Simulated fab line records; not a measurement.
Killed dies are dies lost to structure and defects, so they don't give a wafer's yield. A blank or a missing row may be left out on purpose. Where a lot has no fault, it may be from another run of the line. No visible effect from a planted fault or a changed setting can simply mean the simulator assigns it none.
Split-lot experiment + flow berkeley-cmos170 + 5 lots, 27 wafers read, on a route of 331 steps

== THE SPLIT ITSELF ==
At UCB170_M2_DEVELOP_14 (develop time 45 s), the setting develop-time-s was moved away from the recipe's 45 s on 9 of the 27 wafers read, by -52.2% to +40.6%. For the rest of the wafers, this setting stayed at what the recipe calls for.

There is no step in the file separating the split from the reading.

== THE READING ==
Shown in nm: cd-nm at UCB170_M2_CD_MEAS_15, with target cd 700 nm. On this fab line, fault-free wafers typically give 700.0 nm with a standard deviation of 1.4 nm.

| wafer  | tool, chamber at the split | develop-time-s as run, s | against the recipe | cd-nm, nm | against lot-mates on the recipe |
|--------|----------------------------|--------------------------|--------------------|-----------|---------------------------------|
| L074.1 | litho-track-02, 0          | 57.07                    | +26.8%             | 700.1     | -1.8                            |
| L074.2 | litho-track-02, 0          | 45                       | recipe             | 700.9     | -                               |
| L074.3 | litho-track-02, 0          | 57.07                    | +26.8%             | 699.7     | -2.2                            |
| L074.4 | litho-track-02, 0          | 45                       | recipe             | 702.1     | -                               |
| L074.5 | litho-track-02, 0          | 57.07                    | +26.8%             | 700.5     | -1.4                            |
| L074.6 | litho-track-02, 0          | 45                       | recipe             | 702.7     | -                               |
| L077.1 | litho-track-03, 0          | 45                       | recipe             | 700.9     | -                               |
| L077.2 | litho-track-03, 0          | 21.5                     | -52.2%             | 706.0     | +5.5                            |
| L077.3 | litho-track-03, 0          | 21.5                     | -52.2%             | 706.9     | +6.4                            |
| L077.4 | litho-track-03, 0          | 21.5                     | -52.2%             | 707.0     | +6.5                            |
| L077.5 | litho-track-03, 0          | 45                       | recipe             | 700.5     | -                               |
| L077.6 | litho-track-03, 0          | 45                       | recipe             | 700.1     | -                               |
| L079.1 | litho-track-02, 0          | 45                       | recipe             | 700.4     | -                               |
| L079.2 | litho-track-02, 0          | 45                       | recipe             | 700.9     | -                               |
| L079.4 | litho-track-02, 0          | 45                       | recipe             | 700.1     | -                               |
| L080.1 | litho-track-02, 0          | 45                       | recipe             | 699.2     | -                               |
| L080.2 | litho-track-02, 0          | 45                       | recipe             | 698.5     | -                               |
| L080.3 | litho-track-02, 0          | 63.29                    | +40.6%             | 697.8     | -1.3                            |
| L080.4 | litho-track-02, 0          | 63.29                    | +40.6%             | 696.1     | -3.0                            |
| L080.5 | litho-track-02, 0          | 63.29                    | +40.6%             | 695.8     | -3.3                            |
| L080.6 | litho-track-02, 0          | 45                       | recipe             | 699.6     | -                               |
| L083.1 | litho-track-03, 0          | 45                       | recipe             | 700.8     | -                               |
| L083.2 | litho-track-03, 0          | 45                       | recipe             | 700.8     | -                               |
| L083.3 | litho-track-03, 0          | 45                       | recipe             | 699.8     | -                               |
| L083.4 | litho-track-03, 0          | 45                       | recipe             | 699.9     | -                               |
| L083.5 | litho-track-03, 0          | 45                       | recipe             | 700.4     | -                               |
| L083.6 | litho-track-03, 0          | 45                       | recipe             | 701.0     | -                               |

FIT RESULTS
A straight line over all 27 wafers: cd-nm changes by -0.0973 nm for each +1% of develop-time-s; r = -0.90; the points scatter about the line by 1.2 nm.
The same after taking each lot's own level away (the mean of its wafers on the recipe; 27 wafers): -0.0936 nm for each +1%; r = -0.95; scatter 0.78 nm.
On that fit, the largest move of develop-time-s shifts the reading by 4.9 nm.
Across the lots, their own levels run from 699.10 to 701.90 nm, a range of 2.0 times the standard deviation given above.
So the lot-to-lot level changes the slope little: the two slopes agree.
Check: with one of the wafers moved furthest among these (-52.2%) left out of the fit, the line predicts +5.17 nm for it against its lot-mates. Against them it came out at +5.5 nm.

== OTHER SPLITS ON THESE WAFERS ==
These wafers also went through other splits before the reading. Each is held against what the fit with the lots' levels taken away leaves over:
| other split on the same wafers           | wafers away from the commonest value | r with cd-nm (lot level and that fit taken away) |
|------------------------------------------|--------------------------------------|--------------------------------------------------|
| UCB170_ZERO_ETCH_06 target-depth-a       | 9                                    | -0.06                                            |
| UCB170_NWELL_ETCH_13 target-depth-a      | 6                                    | +0.16                                            |
| UCB170_SPACER_ETCHBACK_03 target-depth-a | 9                                    | -0.17                                            |
| UCB170_SILICIDE_SPUTTER_01 time-s        | 6                                    | -0.16                                            |
| UCB170_V1_CVD_00 time-s                  | 9                                    | +0.33                                            |

== THE WHOLE CHAIN: every reading that the file lists as answering this split, in the file's order ==
| step                 | what it does         | reading                                                   | change (the file's fit)                | r (the file's) |
|----------------------|----------------------|-----------------------------------------------------------|----------------------------------------|----------------|
| UCB170_M2_CD_MEAS_15 | target cd 700 nm     | cd-nm                                                     | -0.0925 nm for each +1% of the setting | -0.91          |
| UCB170_M2_ETCH_17    | etches BARC in N2/H2 | M2.cd-nm (the simulator's own value, which no gauge read) | -0.0903 nm for each +1% of the setting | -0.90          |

== THE FILE'S OWN FIT ==
cd-nm changes by -0.0925 nm for each +1% of develop-time-s, r = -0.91.
